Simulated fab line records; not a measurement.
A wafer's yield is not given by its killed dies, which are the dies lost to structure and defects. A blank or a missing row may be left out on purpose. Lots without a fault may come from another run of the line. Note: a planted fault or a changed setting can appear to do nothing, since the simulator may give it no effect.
The tool behind it: which one? ; flow rit cmos ; 14 lots, 42 wafers sampled, at 4 steps of a route of 202

== WHAT EACH GAUGE READ, for each wafer ==
RIT_PSD_TW_MEAS_10.
lot;measured;on;PSD_TW
L592;day 3 02:43;film metro-04;3371 3402 3372
L593;day 3 08:33;film metro-02;3413 3419 3398
L596;day 3 21:25;film metro-04;3382 3365 3393
L597;day 4 03:52;film metro-04;3373 3387 3373
L601;day 4 22:10;film metro-02;3469 3467 3490 3476 3479 3481
L602;day 5 04:04;film metro-02;3468 3464 3470 3477 3448 3477
L603;day 5 09:33;film metro-04;3361 3368 3367
L604;day 5 14:22;film metro-04;3371 3382 3387
L605;day 5 20:56;film metro-02;3398 3375 3388
L607;day 6 08:04;film metro-02;3422 3407 3407
L608;day 6 11:20;film metro-03;3340 3350 3358
L612;day 7 07:05;film metro-03;3352 3359 3372
L613;day 7 12:09;film metro-02;3416 3396 3399
L615;day 7 23:05;film metro-04;3382 3391 3372

RIT_SDANNEAL_RS_MEAS_04: measures by four-point-probe.
lot;measured;on;PSD_RS (ohm/sq)
L592;day 3 03:14;film metro-03;115.5 115.5 115.5
L593;day 3 09:02;film metro-03;116.0 115.8 116.1
L596;day 3 21:57;film metro-02;115.8 116.0 116.0
L597;day 4 04:25;film metro-03;115.8 116.0 115.7
L601;day 5 01:08;film metro-02;111.8 111.9 112.2 111.9 112.3 111.9
L602;day 5 06:28;film metro-02;112.3 112.1 112.3 112.4 112.0 112.2
L603;day 5 10:02;film metro-03;116.4 115.6 115.9
L604;day 5 14:52;film metro-03;116.0 115.9 115.7
L605;day 5 21:26;film metro-02;115.8 115.7 115.5
L607;day 6 08:33;film metro-04;115.9 116.4 115.9
L608;day 6 11:50;film metro-04;116.1 115.9 116.3
L612;day 7 07:36;film metro-04;116.5 116.3 116.0
L613;day 7 12:44;film metro-03;116.0 115.8 116.1
L615;day 7 23:36;film metro-04;116.2 116.1 116.1

== WHICH TOOL RAN EACH LOT (tool, then ch and the chambers of the sampled wafers, then the start) ==
lot;RIT_PSD_IMPLANT_08;RIT_SDANNEAL_RTA_03
L592;implanter-04 ch 0, day 3 02:26;rtp anneal-01 ch 0, day 3 03:08
L593;implanter-01 ch 0, day 3 08:13;rtp anneal-02 ch 0, day 3 08:58
L596;implanter-01 ch 0, day 3 21:07;rtp anneal-01 ch 0, day 3 21:53
L597;implanter-01 ch 0, day 4 03:34;rtp anneal-02 ch 0, day 4 04:21
L601;implanter-01 ch 0, day 4 21:52;rtp anneal-02 ch 0, day 5 01:04
L602;implanter-01 ch 0, day 5 03:46;rtp anneal-01 ch 0, day 5 06:23
L603;implanter-03 ch 0, day 5 09:13;rtp anneal-02 ch 0, day 5 09:58
L604;implanter-03 ch 0, day 5 14:04;rtp anneal-01 ch 0, day 5 14:47
L605;implanter-04 ch 0, day 5 20:38;rtp anneal-02 ch 0, day 5 21:22
L607;implanter-04 ch 0, day 6 07:44;rtp anneal-02 ch 0, day 6 08:30
L608;implanter-04 ch 0, day 6 11:01;rtp anneal-01 ch 0, day 6 11:46
L612;implanter-03 ch 0, day 7 06:47;rtp anneal-01 ch 0, day 7 07:32
L613;implanter-04 ch 0, day 7 11:52;rtp anneal-02 ch 0, day 7 12:39
L615;implanter-04 ch 0, day 7 22:47;rtp anneal-02 ch 0, day 7 23:31
- RIT_PSD_IMPLANT_08
- RIT_SDANNEAL_RTA_03: time 5 s.

== WHAT THE TOOLS THEMSELVES READ (means of the sampled wafers that have a number; where no wafer has one, the mark that the record gives instead) ==
RIT_PSD_IMPLANT_08.
lot;tool;beam on s (s);dose ions cm2
L592;implanter-04;13.4;5e+15
L593;implanter-01;13.7;5e+15
L596;implanter-01;13.8;5e+15
L597;implanter-01;13.9;5e+15
L601;implanter-01;18.4;7e+15
L602;implanter-01;18.9;7e+15
L603;implanter-03;10.4;5e+15
L604;implanter-03;10.3;5e+15
L605;implanter-04;13.1;5e+15
L607;implanter-04;13.2;5e+15
L608;implanter-04;13.2;5e+15
L612;implanter-03;10.5;5e+15
L613;implanter-04;13.3;5e+15
L615;implanter-04;13.1;5e+15

RIT_SDANNEAL_RTA_03.
lot;tool;wafer_temp_C_max
L592;rtp anneal-01;1052.9
L593;rtp anneal-02;1053.3
L596;rtp anneal-01;1053.6
L597;rtp anneal-02;1052.8
L601;rtp anneal-02;1052.8
L602;rtp anneal-01;1053.4
L603;rtp anneal-02;1053.1
L604;rtp anneal-01;1053.4
L605;rtp anneal-02;1053.5
L607;rtp anneal-02;1053.1
L608;rtp anneal-01;1052.4
L612;rtp anneal-01;1053.1
L613;rtp anneal-02;1053.3
L615;rtp anneal-02;1052.2

== THE ANSWER, worked out from the rows above alone ==
Rule: usual is defined by the lots themselves. Put in order of their means at a reading, lots are off if they are a third of the lots or fewer, leave a main group of 4 or more, and stand apart from it by a gap of 3 or more times the standard deviation of the main group's means; of several such gaps the widest counts. A main group is skipped when, at the precision printed for the reading in the tables above, its means are all equal. Also off: a lot with no number at a reading for which 4 or more lots have one. Any other lot the step has rows for is counted as sound. After the gauges, taken in route order, come the tools' own readings; for these a lot's mean is taken, as printed above. The first step at which some lot is off is used, and at that step the reading that is off furthest; a lot without a number counts as furthest.
Off: L601, L602, seen at RIT_PSD_TW_MEAS_10 (PSD_TW). Main group: mean 3382, sd 18.
If a tool, at a process step before that reading, ran all the lots that are off and no sound lot after the first of them, it fits. The gauges at RIT_PSD_TW_MEAS_10 aren't tried: what is off there is off at RIT_PSD_IMPLANT_08 too, on other tools, and a gauge's error can't cause that. One fits: RIT_PSD_IMPLANT_08 on implanter-01. A fault onset in the window from L597 (day 4 03:34, its last sound lot) to L601 (day 4 21:52, its first lot off) fits.
On the lots that are off, the tool's own readings at RIT_PSD_IMPLANT_08 differ by more than 5 times the standard deviation of the sound lots' means, which bears it out; dose ions cm2 reads 7e+15 there versus 5e+15 on the sound lots.

== WHAT THE SIMULATOR HAD INSERTED ==
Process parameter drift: implanter-01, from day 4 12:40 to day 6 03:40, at RIT_PSD_IMPLANT_08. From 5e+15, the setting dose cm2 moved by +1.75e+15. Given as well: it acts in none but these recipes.
Lots struck among those shown: L601, L602. The rule above reached the same finding.
